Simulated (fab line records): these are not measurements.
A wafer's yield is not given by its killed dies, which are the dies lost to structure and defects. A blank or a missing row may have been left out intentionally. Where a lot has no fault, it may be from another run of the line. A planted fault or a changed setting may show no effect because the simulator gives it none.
fab line records	flow berkeleyCmos170
record lots=15	wafers=45	lastDay=12
route steps=331 shown V1@257 V2@294 M3@310
lots that met no fault: from a run of the same line without faults
startH: start of the lot's first displayed wafer, in hours after the record's first day	waitH: hours since the lot's step before	" as in the row above	L1.1+2: one row covering several wafers at once	- no value, or no start given	* or withheld: withheld	< > ~ a bound
route shown NAME@n: NAME is a module with steps in the file, n the number in the route of the first one	usual: mean/standard deviation of fault-free wafers	same: alike in all rows	chamber/n: place in a boat	sites: each site's reading	_std_site: their standard deviation	_edge_site: outer sites' mean less inner sites'	radiusMm: for every site, how far away it sits from the centre of the wafer	mask NAME#n: copy n	behind: the most recent tool/chamber to have shaped the wafer	hold: why the lot was held/for how many hours/how that ended	device: transistor that didn't switch, given as n, p or np	end of line: tests run on the same wafers once the route is complete	a step given without rows: its recipe and nothing more	killed: count of dies lost to structure and defects at first sort (not the wafer's yield)	map: per-die view of a wafer (x killed, . not killed, _ where there is no die)
set.NAME: the setting the step ran with; set.NAME@STEP: the setting that earlier step ran with	model.NAME: the simulator's own value behind a step, which no gauge read
the route's steps for a sample of lots (tables are steps, rows are wafers)
services: when a tool's chamber went out of use (startH, in hours from the record's first day, below 0 if earlier), for how many hours, and the reason
## steps
# step UCB170_V1_BOW_MEAS_03
# recipe mode=bow
# usual V1_BOW=20/6.3
lot.wafer	tool	chamber	startH	waitH	V1_BOW[um]
L324.2	filmMetro-02	-	138.75	0.3	22
L324.3	"	-	"	"	26
L324.5	"	-	"	"	27
L327.1	filmMetro-02	-	164.82	0.2	21
L327.3	"	-	"	"	32
L327.5	"	-	"	"	20
L328.1	filmMetro-04	-	165.12	0.1	23
L328.3	"	-	"	"	23
L328.5	"	-	"	"	11
L326.2	filmMetro-03	-	165.44	0.1	15
L326.3	"	-	"	"	17
L326.5	"	-	"	"	20
L329.1	filmMetro-04	-	174.71	0.1	20
L329.2	"	-	"	"	19
L329.3	"	-	"	"	21
L332.1	filmMetro-02	-	188.92	0.2	26
L332.3	"	-	"	"	21
L332.5	"	-	"	"	21
L330.2	filmMetro-04	-	188.94	0.1	23
L330.4	"	-	"	"	10
L330.6	"	-	"	"	17
L331.1	filmMetro-03	-	198.52	0.1	23
L331.2	"	-	"	"	24
L331.6	"	-	"	"	31
L333.3	filmMetro-02	-	198.56	0.2	20
L333.4	"	-	"	"	27
L333.6	"	-	"	"	25
L336.1	filmMetro-02	-	231.31	0.1	13
L336.2	"	-	"	"	22
L336.4	"	-	"	"	14
L338.1	filmMetro-04	-	240.57	0.1	20
L338.2	"	-	"	"	17
L338.3	"	-	"	"	32
L337.2	filmMetro-02	-	240.89	0.1	14
L337.3	"	-	"	"	22
L337.4	"	-	"	"	21
L339.1	filmMetro-04	-	241.17	0.1	21
L339.2	"	-	"	"	18
L339.5	"	-	"	"	27
L344.1	filmMetro-04	-	264.63	0.2	30
L344.2	"	-	"	"	31
L344.3	"	-	"	"	10
L343.3	filmMetro-04	-	264.97	0.2	21
L343.4	"	-	"	"	10
L343.6	"	-	"	"	11
# step UCB170_V2_CMP_02
# recipe material=SiO2	downForcePsi=6	platenRpm=60	padVelocityMS=0.75398
# usual motorCurrentA=17.4/1.4
lot.wafer	tool	chamber	startH	waitH	motorCurrentA
L324.3	cmp-01	1	143.90	0.1	17.5
L324.2	"	2	"	"	17.2
L324.5	"	0	"	"	17.5
L327.1	cmp-01	0	170.87	0.1	17.2
L327.3	"	1	"	"	18.7
L327.5	"	0	"	"	17.0
L328.3	cmp-01	0	171.22	0.2	18.1
L328.1	"	1	"	"	19.0
L328.5	"	3	"	"	14.9
L326.3	cmp-01	2	171.42	0.3	16.5
L326.2	"	1	"	"	19.9
L326.5	"	3	"	"	14.8
L329.2	cmp-01	2	180.24	0.0	16.5
L329.1	"	0	"	"	17.5
L329.3	"	1	"	"	19.4
L330.2	cmp-02	3	193.67	0.1	18.7
L330.4	"	0	"	"	18.0
L330.6	"	2	"	"	16.5
L332.3	cmp-01	0	194.24	0.0	18.0
L332.1	"	2	"	"	15.8
L332.5	"	0	"	"	17.5
L331.2	cmp-01	3	203.45	0.0	14.2
L331.1	"	0	"	"	18.0
L331.6	"	3	"	"	15.1
L333.4	cmp-02	0	203.80	0.1	19.1
L333.3	"	1	"	"	16.8
L333.6	"	3	"	"	17.6
L336.4	cmp-02	0	237.88	0.0	18.3
L336.2	"	1	"	"	16.1
L336.1	"	3	"	"	18.0
L338.3	cmp-01	1	246.50	0.1	18.5
L338.2	"	2	"	"	17.1
L338.1	"	3	"	"	14.2
L337.2	cmp-02	0	247.86	0.0	18.6
L337.4	"	1	"	"	15.8
L337.3	"	2	"	"	16.6
L339.1	cmp-01	1	248.27	0.1	19.4
L339.2	"	2	"	"	16.5
L339.5	"	3	"	"	14.9
L343.4	cmp-02	0	270.70	0.1	19.0
L343.3	"	1	"	"	16.0
L343.6	"	2	"	"	16.7
L344.3	cmp-01	1	270.71	0.1	17.6
L344.1	"	2	"	"	15.8
L344.2	"	3	"	"	15.1
# step UCB170_V2_CD_MEAS_90
# recipe targetCdNm=700
# usual cdNm=699.4/1.3
lot.wafer	tool	chamber	startH	waitH	cdNm
L324.2	cdSem-02	-	145.80	0.1	699.4
L324.3	"	-	"	"	699.7
L324.5	"	-	"	"	699.0
L327.1	cdSem-01	-	173.57	0.1	698.5
L327.3	"	-	"	"	698.2
L327.5	"	-	"	"	698.1
L326.2	cdSem-02	-	173.75	0.1	700.3
L326.3	"	-	"	"	700.7
L326.5	"	-	"	"	699.6
L328.1	cdSem-01	-	173.93	0.1	702.3
L328.3	"	-	"	"	702.1
L328.5	"	-	"	"	702.7
L329.1	cdSem-02	-	182.36	0.1	698.9
L329.2	"	-	"	"	699.4
L329.3	"	-	"	"	700.2
L330.2	cdSem-02	-	195.86	0.1	698.9
L330.4	"	-	"	"	699.6
L330.6	"	-	"	"	700.0
L332.1	cdSem-02	-	196.39	0.1	699.0
L332.3	"	-	"	"	697.4
L332.5	"	-	"	"	699.4
L331.1	cdSem-02	-	206.96	0.1	697.4
L331.2	"	-	"	"	697.7
L331.6	"	-	"	"	698.7
L333.3	cdSem-02	-	207.22	0.1	699.0
L333.4	"	-	"	"	699.1
L333.6	"	-	"	"	699.1
L336.1	cdSem-02	-	240.33	0.1	698.4
L336.2	"	-	"	"	699.1
L336.4	"	-	"	"	698.9
L338.1	cdSem-02	-	249.41	0.1	699.8
L338.2	"	-	"	"	701.0
L338.3	"	-	"	"	700.3
L337.2	cdSem-02	-	251.15	0.1	701.3
L337.3	"	-	"	"	701.6
L337.4	"	-	"	"	699.9
L339.1	cdSem-01	-	251.18	0.1	698.2
L339.2	"	-	"	"	698.9
L339.5	"	-	"	"	697.6
L343.3	cdSem-02	-	273.80	0.1	701.4
L343.4	"	-	"	"	700.7
L343.6	"	-	"	"	700.6
L344.1	cdSem-02	-	273.94	0.1	699.1
L344.2	"	-	"	"	698.4
L344.3	"	-	"	"	699.7
# step UCB170_M3_SPUTTER_01
# recipe material=Al	targetThkNm=900	timeS=120	powerW=6125	chamberPressurePa=0.5
# usual throttleValvePct=30.2/1.4
lot.wafer	tool	chamber	startH	waitH	throttleValvePct
L324.2	pvdSputter-02	-	145.97	0.0	29.3
L324.3	"	-	"	"	31.8
L324.5	"	-	"	"	30.7
L327.1	pvdSputter-02	-	173.76	0.0	30.8
L327.3	"	-	"	"	28.9
L327.5	"	-	"	"	29.2
L326.2	pvdSputter-01	-	173.92	0.0	30.6
L326.3	"	-	"	"	32.0
L326.5	"	-	"	"	31.4
L328.1	pvdSputter-04	-	174.12	0.0	28.0
L328.3	"	-	"	"	31.8
L328.5	"	-	"	"	28.5
L329.1	pvdSputter-04	-	182.55	0.0	30.1
L329.2	"	-	"	"	31.7
L329.3	"	-	"	"	28.0
L330.2	pvdSputter-04	-	196.03	0.0	30.3
L330.4	"	-	"	"	29.0
L330.6	"	-	"	"	30.6
L332.1	pvdSputter-01	-	196.58	0.0	29.3
L332.3	"	-	"	"	32.2
L332.5	"	-	"	"	32.2
L331.1	pvdSputter-04	-	207.14	0.0	30.3
L331.2	"	-	"	"	31.7
L331.6	"	-	"	"	30.3
L333.3	pvdSputter-01	-	207.37	0.0	29.3
L333.4	"	-	"	"	31.9
L333.6	"	-	"	"	29.1
L336.1	pvdSputter-02	-	240.52	0.0	30.5
L336.2	"	-	"	"	32.1
L336.4	"	-	"	"	29.3
L338.1	pvdSputter-02	-	249.60	0.0	29.2
L338.2	"	-	"	"	30.8
L338.3	"	-	"	"	32.1
L337.2	pvdSputter-01	-	251.32	0.0	30.8
L337.3	"	-	"	"	29.4
L337.4	"	-	"	"	31.2
L339.1	pvdSputter-04	-	251.37	0.0	28.9
L339.2	"	-	"	"	28.0
L339.5	"	-	"	"	28.7
L339.1	pvdSputter-04	-	251.62	0.2	28.6
L339.2	"	-	"	"	28.1
L339.5	"	-	"	"	28.7
L343.3	pvdSputter-02	-	273.95	0.0	30.5
L343.4	"	-	"	"	32.2
L343.6	"	-	"	"	30.7
L343.3	pvdSputter-02	-	274.20	0.2	30.4
L343.4	"	-	"	"	31.9
L343.6	"	-	"	"	30.8
L344.1	pvdSputter-04	-	274.13	0.0	29.0
L344.2	"	-	"	"	28.2
L344.3	"	-	"	"	31.5
L344.1	pvdSputter-04	-	274.38	0.2	28.9
L344.2	"	-	"	"	28.2
L344.3	"	-	"	"	31.4
# step UCB170_M3_RS_MEAS_02
# recipe thkMeasGauge=four-point-probe	reads=Al_of_M3_SPUTTER_01
# usual M3_AL_RS=0.0315/0.00028
lot.wafer	tool	chamber	startH	waitH	M3_AL_RS[ohm/sq]
L324.2	filmMetro-01	-	146.07	0.1	0.03199
L324.3	"	-	"	"	0.03169
L324.5	"	-	"	"	0.03172
L327.1	filmMetro-03	-	173.84	0.0	0.03151
L327.3	"	-	"	"	0.03164
L327.5	"	-	"	"	0.0314
L326.2	filmMetro-01	-	174.02	0.1	0.03146
L326.3	"	-	"	"	0.03176
L326.5	"	-	"	"	0.03167
L328.1	filmMetro-04	-	174.20	0.0	0.03192
L328.3	"	-	"	"	0.03198
L328.5	"	-	"	"	0.03154
L329.1	filmMetro-04	-	182.63	0.0	0.03159
L329.2	"	-	"	"	0.03144
L329.3	"	-	"	"	0.03135
L330.2	filmMetro-01	-	196.13	0.1	0.03148
L330.4	"	-	"	"	0.03122
L330.6	"	-	"	"	0.03137
L332.1	filmMetro-01	-	196.66	0.0	0.03142
L332.3	"	-	"	"	0.03136
L332.5	"	-	"	"	0.03125
L331.1	filmMetro-01	-	207.23	0.0	0.03162
L331.2	"	-	"	"	0.03177
L331.6	"	-	"	"	0.03181
L333.3	filmMetro-03	-	207.49	0.1	0.03162
L333.4	"	-	"	"	0.03167
L333.6	"	-	"	"	0.03157
L336.1	filmMetro-01	-	240.60	0.0	0.03157
L336.2	"	-	"	"	0.0315
L336.4	"	-	"	"	0.03156
L338.1	filmMetro-04	-	249.68	0.0	0.03123
L338.2	"	-	"	"	0.03135
L338.3	"	-	"	"	0.03113
L337.2	filmMetro-03	-	251.42	0.1	0.03138
L337.3	"	-	"	"	0.03135
L337.4	"	-	"	"	0.03142
L339.1	filmMetro-04	-	251.70	0.0	0.01561
L339.2	"	-	"	"	0.01565
L339.5	"	-	"	"	0.01558
L343.3	filmMetro-03	-	274.39	0.1	0.01585
L343.4	"	-	"	"	0.01579
L343.6	"	-	"	"	0.0158
L344.1	filmMetro-04	-	274.46	0.0	0.01576
L344.2	"	-	"	"	0.01586
L344.3	"	-	"	"	0.01572
# step UCB170_M3_THK_MEAS_03
# recipe thkMeasGauge=xrf	reads=Al_of_M3_SPUTTER_01
# usual M3_AL_THK=929/7.6
lot.wafer	tool	chamber	startH	waitH	M3_AL_THK[nm]
L324.2	filmMetro-01	-	146.18	0.1	915
L324.3	"	-	"	"	920
L324.5	"	-	"	"	920
L327.1	filmMetro-03	-	173.96	0.1	926
L327.3	"	-	"	"	928
L327.5	"	-	"	"	929
L326.2	filmMetro-01	-	174.13	0.1	928
L326.3	"	-	"	"	927
L326.5	"	-	"	"	919
L328.1	filmMetro-04	-	174.32	0.1	923
L328.3	"	-	"	"	916
L328.5	"	-	"	"	928
L329.1	filmMetro-04	-	182.75	0.1	925
L329.2	"	-	"	"	933
L329.3	"	-	"	"	938
L330.2	filmMetro-01	-	196.24	0.1	922
L330.4	"	-	"	"	934
L330.6	"	-	"	"	930
L332.1	filmMetro-01	-	196.78	0.1	931
L332.3	"	-	"	"	931
L332.5	"	-	"	"	933
L331.1	filmMetro-01	-	207.35	0.1	921
L331.2	"	-	"	"	917
L331.6	"	-	"	"	921
L333.3	filmMetro-03	-	207.59	0.1	934
L333.4	"	-	"	"	922
L333.6	"	-	"	"	930
L336.1	filmMetro-01	-	240.72	0.1	925
L336.2	"	-	"	"	925
L336.4	"	-	"	"	927
L338.1	filmMetro-04	-	249.80	0.1	935
L338.2	"	-	"	"	939
L338.3	"	-	"	"	939
L337.2	filmMetro-03	-	251.53	0.1	932
L337.3	"	-	"	"	935
L337.4	"	-	"	"	930
L339.1	filmMetro-04	-	251.82	0.1	1862
L339.2	"	-	"	"	1871
L339.5	"	-	"	"	1870
L343.3	filmMetro-03	-	274.49	0.1	1844
L343.4	"	-	"	"	1854
L343.6	"	-	"	"	1853
L344.1	filmMetro-04	-	274.58	0.1	1855
L344.2	"	-	"	"	1836
L344.3	"	-	"	"	1854
# step UCB170_M3_METAL_ETCH_18
# recipe chemistry=Cl2/BCl3	target=Al	stopOn=SiO2	pressureMtorr=12	targetDepthA=11700	overEtchFrac=0.3	timeS=195	icpW=600	biasW=120	Cl2_flow_sccm=90	bcl3FlowSccm=45
# usual drypumpMotorCurrentA=5.60/0.27	oesProductAu=0.862/0.0097	throttleValvePct=24.40/0.16
lot.wafer	tool	chamber	startH	waitH	drypumpMotorCurrentA	oesProductAu	rfHoursCounterH	throttleValvePct
L324.2	rieMetal-02	1	148.41	-	5.19	0.867	3	24.49
L324.3	"	1	"	"	5.20	0.862	-	24.49
L324.5	"	0	"	"	5.43	0.862	-	24.31
L327.1	rieMetal-01	1	176.38	-	5.47	0.851	11	24.37
L327.3	"	0	"	"	5.52	0.837	-	24.31
L327.5	"	1	"	"	5.46	0.860	-	24.36
L326.2	rieMetal-03	0	176.70	-	5.85	0.862	12	24.75
L326.3	"	1	"	"	6.10	0.856	-	24.21
L326.5	"	1	"	"	6.09	0.857	-	24.22
L328.1	rieMetal-02	1	176.98	-	5.19	0.867	3	24.51
L328.3	"	0	"	"	5.44	0.852	-	24.32
L328.5	"	0	"	"	5.46	0.871	-	24.32
L329.1	rieMetal-03	0	184.59	-	5.84	0.866	12	24.77
L329.2	"	1	"	"	6.08	0.858	12	24.21
L329.3	"	0	"	"	5.83	0.870	-	24.75
L330.2	rieMetal-01	0	198.29	-	5.65	0.847	4	24.33
L330.4	"	0	"	"	5.66	0.848	-	24.33
L330.6	"	0	"	"	5.62	0.851	-	24.34
L332.1	rieMetal-02	0	198.61	-	5.46	0.872	6	24.33
L332.3	"	1	"	"	5.21	0.872	-	24.48
L332.5	"	1	"	"	5.24	0.880	-	24.48
L331.1	rieMetal-01	0	210.61	-	5.62	0.840	4	24.33
L331.2	"	1	"	"	5.43	0.852	11	24.40
L331.6	"	0	"	"	5.62	0.843	-	24.34
L333.3	rieMetal-03	1	210.81	-	6.10	0.858	-	24.22
L333.4	"	0	"	"	5.84	0.859	-	24.76
L333.6	"	1	"	"	6.10	0.863	-	24.23
L336.1	rieMetal-03	1	242.98	-	6.11	0.856	13	24.23
L336.2	"	0	"	"	5.85	0.863	14	24.76
L336.4	"	1	"	"	6.11	0.864	-	24.24
L338.1	rieMetal-01	0	252.86	-	5.60	0.852	4	24.35
L338.2	"	0	"	"	5.60	0.848	-	24.35
L338.3	"	0	"	"	5.60	0.850	-	24.35
L337.2	rieMetal-01	0	254.36	-	5.62	0.851	-	24.33
L337.3	"	0	"	"	5.61	0.846	-	24.34
L337.4	"	0	"	"	5.58	0.854	-	24.34
L339.1	rieMetal-02	0	254.79	-	5.44	0.979	8	24.27
L339.2	"	0	"	"	5.44	0.985	-	24.27
L339.5	"	0	"	"	5.45	0.980	-	24.26
L344.1	rieMetal-02	1	276.81	-	5.22	1.005	6	24.42
L344.2	"	0	"	"	5.42	0.983	8	24.26
L344.3	"	1	"	"	5.22	1.001	-	24.41
L343.3	rieMetal-03	0	276.99	-	5.82	0.992	-	24.69
L343.4	"	1	"	"	6.09	1.003	-	24.16
L343.6	"	0	"	"	5.86	1.005	-	24.70
## services
tool	chamber	startH	hours	kind
cmp-01	-	124.08	1.5	repair
pvdSputter-04	-	126.02	3.3	repair
rieMetal-03	1	126.18	18.9	repair
pvdSputter-04	-	155.33	3.3	repair
pvdSputter-04	-	160.83	3.2	repair
cmp-02	-	163.56	8.5	pm
rieMetal-03	0	167.32	3.7	repair
rieMetal-02	-	167.97	0.5	repair
rieMetal-01	-	179.32	2.8	pm
cmp-02	-	184.42	1.3	repair
rieMetal-03	-	185.13	14.6	pm
cmp-02	-	202.28	1.0	repair
pvdSputter-01	-	205.96	1.3	repair
cmp-02	-	206.10	0.2	repair
rieMetal-02	-	214.44	0.2	repair
pvdSputter-02	-	220.33	9.2	repair
rieMetal-01	-	228.98	14.6	pm
rieMetal-02	1	229.84	6.0	repair
cmp-02	-	232.00	4.0	pm
cmp-02	-	236.00	-	consumableReplace:conditioner
cmp-02	-	236.00	-	consumableReplace:pad
rieMetal-03	1	249.18	2.9	repair
rieMetal-02	1	251.47	15.7	repair
cmp-02	-	257.63	1.7	repair
## key
firstSign step=UCB170_M3_SPUTTER_01	reading=visit	direction=added
effect step=UCB170_M3_RS_MEAS_02	reading=M3_AL_RS	direction=down	sigmas=57	usual=0.0315	struck=0.01574
effect step=UCB170_M3_THK_MEAS_03	reading=M3_AL_THK	direction=up	sigmas=99+	usual=929	struck=1855
effect step=UCB170_M3_METAL_ETCH_18	reading=oesProductAu	direction=up	sigmas=14	usual=0.862	struck=0.992
metAt UCB170_M3_SPUTTER_01
struckLots L339,L343,L344
laterRowsLeftOut L339.1,L339.2,L339.5,L343.3,L343.6,L344.1,L344.2,L344.3
sortLeftOut L339.1,L339.2,L339.5,L343.3,L343.4,L343.6,L344.1,L344.2,L344.3
notActingAt UCB170_V1_BOW_MEAS_03,UCB170_V2_CMP_02,UCB170_V2_CD_MEAS_90
fault kind=repeatedStepWhole	tool=pvdSputter-01,pvdSputter-02,pvdSputter-04	chamber=-	onsetH=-	steps=UCB170_M3_SPUTTER_01	times=1	scope=struckLotsOnly
# sortLeftOut: the simulated sort isn't trusted on such a fault, so these wafers' sort isn't shown, and their yield isn't known
# laterRowsLeftOut: the simulator's readings of these wafers behind a module that went badly wrong aren't trusted and aren't shown, but for the sort
